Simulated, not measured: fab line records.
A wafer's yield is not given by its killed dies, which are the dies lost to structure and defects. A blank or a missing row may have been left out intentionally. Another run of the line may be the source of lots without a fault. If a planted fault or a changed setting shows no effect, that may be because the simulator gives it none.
Problem report in the 8D (eight disciplines) form, filled by code -- flow berkeley-cmos170 -- the parts of the form that need people (team, actions taken, sign-off) are left out

1. WHAT WENT WRONG
UCB170_M3_METAL_ETCH_18, run-length-s: mean 135.0 s over 1 wafer from 1 lot; wafers with no fault: 223.3 s, standard deviation 0.5. So: -99 or more standard deviations from the usual mean.
The step: etches Al in Cl2/BCl3, stops on SiO2, target depth 1170 nm, time 195 s.
First seen on wafer L780.6, day 12 09:47, on rie-metal-04. At this step, 39 wafers from 13 lots have a number in the record. Rule for "out" (also "out of limits"): further than 4 standard deviations from the usual mean. Any other wafer with a number is counted as sound.

2. WHAT IT IS, WHAT IT ISN'T
question,is,is not
which readings at this step,"run-length-s, oes-product-au","drypump-motor-current-A, throttle-valve-pct"
which lots,L780,"L762, L763, L764, L767, L768, L769, L770, L771, L773, L775, L777, L783"
which wafers of those lots,L780.6,"L780.2, L780.4"
read on which tools,rie-metal-04,"rie-metal-02, rie-metal-03"
when,from day 12 09:47,up to then (35 sound wafers); but 3 sound wafers of L783 came after

3. WHAT RULES OUT EACH SUSPECT
Counting: if a tool at a process step up to the reading ran every lot that is out, it stays a suspect. Sound lots after the first of them don't rule it out here, since some wafers of a struck lot are sound.
- rie-diel-03 at UCB170_M1_ETCH_11 (etches BARC in N2/H2): kept. It processed L780, the lot that is out, at day 11 21:03, and its most recent sound lot before then was L777 at day 11 11:02.
- plasma-asher-04 at UCB170_V2_STRIP_15 (strips in O2): kept. It processed L780, the lot that is out, at day 12 07:04, and its most recent sound lot before then was L767 at day 9 07:17.
- rie-metal-04 at UCB170_M3_METAL_ETCH_18 (etches Al in Cl2/BCl3, stops on SiO2, target depth 1170 nm, time 195 s): kept. It processed L780, the lot that is out, at day 12 09:47, and its most recent sound lot before then was L773 at day 10 15:04. Its own readings are out on those wafers: oes-product-au, run-length-s.
- At UCB170_M1_ETCH_11, inside rie-diel-03: chamber 3 took the wafers that are out, while their sound lot-mates went through chambers 0, 2.
- At UCB170_M3_METAL_ETCH_18 on rie-metal-04, chamber 1 took the sound wafers of the same lots and chamber 0 took the wafers that are out.
The count leaves rie-diel-03 at UCB170_M1_ETCH_11, plasma-asher-04 at UCB170_V2_STRIP_15, and rie-metal-04 at UCB170_M3_METAL_ETCH_18.

4. THE CAUSE (what the simulator had put in)
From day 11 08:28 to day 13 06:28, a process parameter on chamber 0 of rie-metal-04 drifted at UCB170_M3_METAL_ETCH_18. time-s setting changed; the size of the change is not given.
Of the 3 suspects that counting leaves, this tool is one.

5. SEQUENCE OF EFFECTS, ordered by route
Each row: a reading whose mean over the struck wafers that have a number lies more than 3 standard deviations from the usual. Only readings whose record carries a usual standard deviation are examined. hours: median over the lots of the time between each lot's start at the first step of this table that gives one and its start at this step. sigmas: the change, counted in usual standard deviations.
hours,step,reading,usual,on struck wafers,change,sigmas
0,UCB170_M3_METAL_ETCH_18,oes-product-au,0.862 a.u.,1.008,+0.146,+9.1
0,UCB170_M3_METAL_ETCH_18,run-length-s,223.3 s,135.0,-88.3,-99 or more
0,UCB170_M3_STRIP_19,oes-product-au,0.514 a.u.,0.726,+0.212,+9.6
0,UCB170_M3_CD_MEAS_90,cd-nm,699 nm,717,+18,+3.9
1,UCB170_M3_PROBE_99,defect-limited-yield,98.4 %,0.0,-98.4,-98
1,UCB170_M3_PROBE_99,killed_at_M0_to_M3,0.9,263.0,+262.1,+99 or more
1,UCB170_M3_PROBE_99,killed-dies,4.1,264.0,+259.9,+96
1,UCB170_M3_PROBE_99,killed-on-rim,1.4,70.0,+68.6,+43
1,UCB170_M3_PROBE_99,sort_bin_5_function,1.1 %,100.0,+98.9,+99 or more
1,UCB170_M3_PROBE_99,sort-n-pass,259.9,0.0,-259.9,-96
1,UCB170_M3_PROBE_99,sort-yield-pct,98.4 %,0.0,-98.4,-98
Here are the process steps it includes:
- UCB170_M3_METAL_ETCH_18: etches Al in Cl2/BCl3, stops on SiO2, target depth 1170 nm, time 195 s.
- UCB170_M3_STRIP_19: strips in O2.
- UCB170_M3_PROBE_99

6. HOW IT WOULD HAVE BEEN CAUGHT EARLIER
In this record the first reading out of limits was taken at day 12 09:47, 25 hours after the fault began at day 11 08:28.
